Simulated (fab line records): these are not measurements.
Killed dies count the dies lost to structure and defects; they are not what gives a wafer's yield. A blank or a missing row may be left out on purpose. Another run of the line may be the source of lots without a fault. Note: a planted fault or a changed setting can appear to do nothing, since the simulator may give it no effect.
What tool caused it? -- flow ritCmos -- 24 wafers from 8 lots sampled at 2 of the route's 202 steps

== WHAT EACH GAUGE READ, for each wafer ==
Not one reading of a measure or inspect step in the record can be checked against a usual standard deviation.

== WHICH TOOL RAN EACH LOT (tool, then ch and the chambers of the sampled wafers, then the start) ==
lot,RIT_M1_ANNEAL_15,RIT_M1_PROBE_99
L102,"furnace-02 ch 0, day 3 11:11","prober-01, day 3 12:49"
L103,"furnace-02 ch 0, day 3 13:57","prober-02, day 3 15:34"
L104,"furnace-02 ch 0, day 3 19:14","prober-01, day 3 20:54"
L105,"furnace-02 ch 0, day 4 02:56","prober-01, day 4 04:39"
L106,"furnace-02 ch 0, day 4 05:09","prober-02, day 4 06:49"
L112,"furnace-02 ch 0, day 5 14:40","prober-02, day 5 16:17"
L113,"furnace-02 ch 0, day 5 20:02","prober-01, day 5 21:39"
L114,"furnace-02 ch 0, day 6 02:13","prober-02, day 6 03:50"
- RIT_M1_ANNEAL_15: time 1800 s.
- RIT_M1_PROBE_99

== AS READ BY THE TOOLS THEMSELVES (means over the sampled wafers that have a number; for cases with no such wafer, the mark the record gives instead) ==
RIT_M1_ANNEAL_15. Usual: spikeTcCentreC 453.5 C, standard deviation 1.1; spikeTcLoadC 469.7 C, standard deviation 0.91; spikeTcSourceC 462.4 C, standard deviation 0.9; tubeCenterTempC 450.01 C, standard deviation 0.038; tube_center_temp_C_max 451.18, standard deviation 0.21; zonePowerCentrePct 17.86 %, standard deviation 0.19; zonePowerLoadPct 6.47 %, standard deviation 0.067; zonePowerSourcePct 6.78 %, standard deviation 0.071.
lot,tool,spikeTcCentreC (C),spikeTcLoadC (C),spikeTcSourceC (C),tubeCenterTempC (C),tube_center_temp_C_max,zonePowerCentrePct (%),zonePowerLoadPct (%),zonePowerSourcePct (%),flag
L102,furnace-02,452.8,469.0,462.3,450.02,451.12,17.98,6.46,6.83,
L103,furnace-02,453.7,468.9,462.5,450.01,451.07,17.97,6.45,6.77,
L104,furnace-02,452.9,470.1,462.1,450.01,451.05,17.80,6.45,6.84,
L105,furnace-02,453.6,469.5,461.6,449.98,451.09,17.91,6.43,6.80,
L106,furnace-02,453.9,469.9,461.9,450.05,451.22,17.81,6.49,6.82,
L112,furnace-02,395.1,409.4,402.0,390.02,391.23,15.15,5.10,5.32,OFF
L113,furnace-02,393.1,408.8,400.9,390.03,391.15,15.28,5.11,5.36,OFF
L114,furnace-02,393.7,408.6,401.8,390.00,391.19,15.28,5.06,5.35,OFF

RIT_M1_PROBE_99. Usual: defectLimitedYield 97.5 %, standard deviation 1.1; killedAtContacts 0.0, standard deviation 0.2; killedAtFrontEnd 6.6, standard deviation 2.9; killedDies 6.6, standard deviation 3; killedOpen 3.4, standard deviation 2; killedShort 3.2, standard deviation 2; sort_bin_3_pad_short 0.1 %, standard deviation 0.23; sort_bin_5_function 1.4 %, standard deviation 0.78; sort_bin_6_memory 1.0 %, standard deviation 0.65; sortNPass 257.4, standard deviation 3; sortYieldPct 97.5 %, standard deviation 1.1.
lot,tool,defectLimitedYield (%),killedAtContacts,killedAtFrontEnd,killedDies,killedOpen,killedShort,sort_bin_3_pad_short (%),sort_bin_5_function (%),sort_bin_6_memory (%),sortNPass,sortYieldPct (%),flag
L102,prober-01,97.7,0.0,6.0,6.0,2.3,3.7,0.1,1.4,0.7,258.0,97.7,
L103,prober-02,96.4,0.3,9.3,9.7,6.0,3.7,0.0,2.4,1.3,254.3,96.4,
L104,prober-01,96.1,0.0,10.3,10.3,6.0,4.3,0.3,2.0,1.6,253.7,96.1,
L105,prober-01,97.0,0.0,8.0,8.0,3.3,4.7,0.1,2.0,0.9,256.0,97.0,
L106,prober-02,97.5,0.0,6.7,6.7,3.3,3.3,0.0,1.0,1.5,257.3,97.5,
L112,prober-02,98.0,0.0,5.3,5.3,4.0,1.3,0.0,1.3,0.8,258.7,98.0,
L113,prober-01,97.3,0.0,7.0,7.0,3.0,4.0,0.1,1.8,0.8,257.0,97.3,
L114,prober-02,96.6,0.0,9.0,9.0,5.0,4.0,0.1,2.0,1.2,255.0,96.6,

== THE ANSWER, worked out from the rows above alone ==
Rule: a lot is off if the mean of its wafers that have a number lies more than 3 standard deviations from the usual mean. A lot without any number at a reading at which 4 lots or more have one is off too. Any other lot the step has rows for is counted as sound. Order of review: gauges by route order, followed by the tools' own readings, for which a lot's mean as printed above is used. The first step at which some lot is off is used, and at that step the reading that is off furthest; a lot without a number counts as furthest.
Off: L112, L113, L114, at RIT_M1_ANNEAL_15 (tubeCenterTempC).
If a tool, at that step or one of the process steps before it, ran each lot that is off and ran no sound lot following the first of them, it fits. One candidate fits, namely furnace-02 at RIT_M1_ANNEAL_15. A fault onset in the window from L106 (day 4 05:09, its last sound lot) to L112 (day 5 14:40, its first lot off) fits.
The tool's own readings at RIT_M1_ANNEAL_15 bear it out: on the lots that are off they differ by more than 5 times the standard deviation of the sound lots' means. spikeTcCentreC reads 394.0 C there against 453.4 C on the sound lots; spikeTcLoadC reads 408.9 C there against 469.5 C on the sound lots; spikeTcSourceC reads 401.6 C there against 462.1 C on the sound lots; tubeCenterTempC reads 390.02 C there against 450.01 C on the sound lots; tube_center_temp_C_max reads 391.19 there against 451.11 on the sound lots; zonePowerCentrePct reads 15.24 % there against 17.89 % on the sound lots; zonePowerLoadPct reads 5.09 % there against 6.46 % on the sound lots; zonePowerSourcePct reads 5.34 % there against 6.81 % on the sound lots.

== WHAT THE SIMULATOR PUT IN ==
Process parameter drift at RIT_M1_ANNEAL_15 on furnace-02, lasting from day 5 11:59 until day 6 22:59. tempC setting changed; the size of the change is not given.
Shown lots that were struck: L112, L113, L114. The same result came from the rule above.
